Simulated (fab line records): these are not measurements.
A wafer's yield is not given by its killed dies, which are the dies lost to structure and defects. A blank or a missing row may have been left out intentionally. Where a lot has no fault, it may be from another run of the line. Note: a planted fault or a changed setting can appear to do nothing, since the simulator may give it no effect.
A lot that was struck, set against a sound lot ; flow ritCmos ; 15 out of 202 route steps
Sound: the wafers L538.2, L538.4, L538.5. The struck wafers were L551.2, L551.5, L551.6. At the end, the cause is stated.
For every step that has rows: the tool of each side, followed by ch and its chambers, followed by its first start. Under that, the readings that differ: sound wafers ; struck wafers ; difference of the means ; sigmas: that difference in standard deviations of wafers without a fault.
alike: words and numbers the same on both sides, and readings whose means are apart by under 2 such deviations; not compared: readings that were withheld, readings missing a value for some wafer, numbers with overlapping values and no deviation given by the record, and bounds like >300 which may hide the same value.
A row with sigmas, a row that says differs or no value, or rows on one side alone: a step with any of these is where the two part. Non-overlapping numbers with no deviation appear without sigmas and do not part them. A reading missing from all wafers of one side parts the sides only when that side holds two or more wafers.

RIT_PWELL_TW_MEAS_10:
  sound on filmMetro-02 at day 3 10:01; struck on filmMetro-02 at day 6 03:38
  alike: PWELL_TW
then, 1 step without rows for these wafers: RIT_WELLDRIVE_ANNEAL_00 (time 14700 s).
RIT_WELLDRIVE_RS_MEAS_01: a four-point-probe measurement.
  sound on filmMetro-01 at day 3 15:10; struck on filmMetro-01 at day 6 09:11
  alike: NWELL_RS
RIT_WELLDRIVE_RS_MEAS_02: a four-point-probe measurement.
  sound on filmMetro-01 at day 3 15:17; struck on filmMetro-01 at day 6 09:18
  alike: PWELL_RS
then, 6 steps without rows for these wafers: RIT_NRETRO_HMDS_00 (prime time 60 s); RIT_NRETRO_COAT_01 (resist thk 1300 nm); RIT_NRETRO_SOFTBAKE_02 (time 60 s); RIT_NRETRO_EXPOSE_03 (exposes mask M4, target cd 43900 nm); RIT_NRETRO_PEB_04; RIT_NRETRO_DEVELOP_05 (develop time 68 s).
RIT_NRETRO_OVL_MEAS_06:
  sound on overlay-02 at day 3 16:17; struck on overlay-01 at day 6 10:25
  alike: NRETRO_OVL
then, 1 step without rows for these wafers: RIT_NRETRO_HARDBAKE_07 (time 120 s).
RIT_NRETRO_IMPLANT_08:
  sound on implanter-03 ch 0, day 3 16:35; struck on implanter-03 ch 0, day 6 10:43
reading;sound;struck;difference;sigmas
tiltDeg (degrees);6.985 6.958 6.952;11.179 11.176 11.191;+4.217;+99 or more
RIT_NRETRO_STRIP_09: strips in O2, time 180 s.
  sound on plasmaAsher-03 ch 0,1, day 3 16:43; struck on plasmaAsher-01 ch 0,1, day 6 10:50
  alike: chamberPressureMTorr, drypumpMotorCurrentA
  not compared: rfHoursCounterH
RIT_M1_PROBE_99:
  sound on prober-02 at day 4 20:38; struck on prober-01 at day 7 13:46
  alike: killedAtContacts, killedAtFrontEnd, killedDies, killedOpen, killedShort

== WHERE THEY PART ==
Within this record, at RIT_NRETRO_IMPLANT_08 only. Later steps at which nothing parts them and some readings are alike: RIT_NRETRO_STRIP_09, RIT_M1_PROBE_99.

WHY: what the simulator had put in
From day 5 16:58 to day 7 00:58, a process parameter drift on implanter-03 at RIT_NRETRO_IMPLANT_08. A move of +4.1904 in setting tiltDeg, from 7. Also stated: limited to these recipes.
